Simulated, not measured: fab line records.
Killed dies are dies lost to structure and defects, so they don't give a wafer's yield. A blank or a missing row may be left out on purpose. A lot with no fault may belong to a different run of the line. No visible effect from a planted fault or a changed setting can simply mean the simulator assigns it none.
8D (eight disciplines) problem report, filled in by code -- flow rit_cmos -- the parts of the form that need people (team, actions taken, sign-off) are left out

## 1. WHAT WENT WRONG
PSD_TW at RIT_PSD_TW_MEAS_10 reads a mean of 2985 on 9 wafers of 3 lots; wafers without a fault read 3434 with a standard deviation of 23. That puts it -20 standard deviations away from the usual mean.
First observed at day 6 11:23: wafer L466.1, on film_metro-01. Wafers with a number at this step in the record: 45, from 15 lots. By rule, "out" or "out of limits" means more than 4 standard deviations away from the usual mean. The rest of the wafers with a number are treated as sound.

## 2. WHAT IT IS, WHAT IT ISN'T
question,is,is not
which readings at this step,PSD_TW,-
which lots,"L466, L467, L468","L450, L452, L453, L458, L459, L460, L461, L462, L463, L465, L469, L473"
which wafers of those lots,all that have a number,-
read on which gauges,"film_metro-01, film_metro-04",film_metro-02
when,from day 6 11:23,"up to then (30 sound wafers); but 6 sound wafers of L469, L473 came after"

## 3. WHAT RULES OUT EACH SUSPECT
Counting: a tool stays on the suspect list if, at a process step up to the reading, it processed all lots that are out and no sound lot following the first of them.
- ruled out: the gauge at RIT_PSD_TW_MEAS_10. Those wafers that are out were read across 2 gauges (film_metro-01, film_metro-04).
- implanter-04 at RIT_PSD_IMPLANT_08: kept. It processed each lot that is out, first L466 at day 6 11:04, and no sound lot thereafter; up to then, the last sound lot it processed was L465 at day 6 05:48. On those wafers its own readings are out: dose_ions_cm2, faraday_current_uA.
Remaining after the count: implanter-04 at RIT_PSD_IMPLANT_08.

## 4. THE CAUSE (what the simulator had put in)
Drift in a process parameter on implanter-04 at RIT_PSD_IMPLANT_08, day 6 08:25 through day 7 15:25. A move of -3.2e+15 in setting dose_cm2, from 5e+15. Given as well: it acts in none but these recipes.
The count eliminated every tool but this one.

## 5. SEQUENCE OF EFFECTS, ordered by route
Rows list readings where the struck wafers' mean (over those with a number) sits beyond 3 standard deviations from the usual. Readings are gone through only where the record gives a usual standard deviation; hours: the median, over the lots, of the time from a lot's start at the first step in this table giving one to that lot's start at this step; sigmas: the change measured in usual standard deviations.
hours,step,reading,usual,on struck wafers,change,sigmas
0,RIT_PSD_IMPLANT_08,dose_ions_cm2,4.999e+15,1.798e+15,-3.201e+15,-99 or more
0,RIT_PSD_IMPLANT_08,end_station_pressure_torr,1.61e-05 Torr,9.70e-06,-6.40e-06,-3.6
0,RIT_PSD_IMPLANT_08,faraday_current_uA,13695,5656,-8039,-5.4
0,RIT_PSD_TW_MEAS_10,PSD_TW,3434,2985,-449,-20
1,RIT_SDANNEAL_RS_MEAS_04,PSD_RS,115.93 ohm/sq,130.92,+14.99,+58
Here are the process steps it includes:
- RIT_PSD_IMPLANT_08

## 6. HOW IT WOULD HAVE BEEN CAUGHT EARLIER
Counted from the fault's start at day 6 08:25, it took 3 hours until the first out-of-limits reading at a measuring or inspecting step in this record, taken at day 6 11:23.
At RIT_PSD_IMPLANT_08, the tool's own readings (dose_ions_cm2, faraday_current_uA) were out on each struck wafer the step has a row for, so an alarm limit on them would have fired on the first such wafer.
Lots out: 3; of these, L467, L468 started RIT_PSD_IMPLANT_08 on implanter-04 after day 6 11:23. A hold on the tool at that time would have spared those 2.
